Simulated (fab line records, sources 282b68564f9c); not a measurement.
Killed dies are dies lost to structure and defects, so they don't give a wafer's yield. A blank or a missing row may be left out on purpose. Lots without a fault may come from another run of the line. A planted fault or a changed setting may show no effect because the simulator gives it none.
Which tool did it? | flow rit_cmos | 7 lots, 21 wafers sampled, at 2 steps of a route of 202

WHAT THE GAUGES READ, wafer by wafer
RIT_SDANNEAL_RS_MEAS_06: measures by four-point-probe.
lot  | measured    | on            | PLDD_RS (ohm/sq)
L372 | day 3 10:50 | film_metro-03 | 178.4 178.4 178.8
L374 | day 3 21:04 | film_metro-03 | 177.6 178.4 178.3
L379 | day 5 02:01 | film_metro-04 | 172.9 173.2 173.0
L381 | day 5 11:25 | film_metro-01 | 179.1 178.3 178.5
L386 | day 6 16:36 | film_metro-03 | 178.0 178.1 178.1
L389 | day 7 00:23 | film_metro-01 | 178.3 178.3 178.0
L391 | day 7 09:41 | film_metro-04 | 178.7 178.3 178.6

WHICH TOOL RAN EACH LOT (tool, then ch and the chambers of the sampled wafers, then the start)
lot  | RIT_PLDD_IMPLANT_08
L372 | implanter-03 ch 0, day 3 04:11
L374 | implanter-02 ch 0, day 3 14:05
L379 | implanter-03 ch 0, day 4 19:29
L381 | implanter-02 ch 0, day 5 04:53
L386 | implanter-02 ch 0, day 6 09:23
L389 | implanter-02 ch 0, day 6 17:56
L391 | implanter-01 ch 0, day 7 03:10
- RIT_PLDD_IMPLANT_08

THE ANSWER, worked out from the rows above alone
Rule: what is usual is taken from the lots themselves. Put in order of their means at a reading, lots are off if they are a third of the lots or fewer, leave a main group of 4 or more, and stand apart from it by a gap of 3 or more times the standard deviation of the main group's means; of several such gaps the widest counts. A main group whose means are all the same, to the digits that the tables above print for the reading, isn't used. A lot without any number at a reading at which 4 lots or more have one is off too. The other lots that the step has rows for count as sound.
Off: L379, at RIT_SDANNEAL_RS_MEAS_06 (PLDD_RS). The main group: mean 178.3 ohm/sq, standard deviation 0.23.
A tool fits if, at a process step before that reading, it ran every lot that is off, and no sound lot after the first of them. The gauges at RIT_SDANNEAL_RS_MEAS_06 are tried like those tools. One fits: implanter-03 at RIT_PLDD_IMPLANT_08. Its last sound lot is L372 (day 3 04:11), its first lot that is off L379 (day 4 19:29): a fault that began between those two fits.

WHAT THE SIMULATOR HAD PUT IN
Process parameter drift: implanter-03, from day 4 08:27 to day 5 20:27, at RIT_PLDD_IMPLANT_08. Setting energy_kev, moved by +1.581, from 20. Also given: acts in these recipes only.
Lots struck among those shown: L379. The rule above found the same.
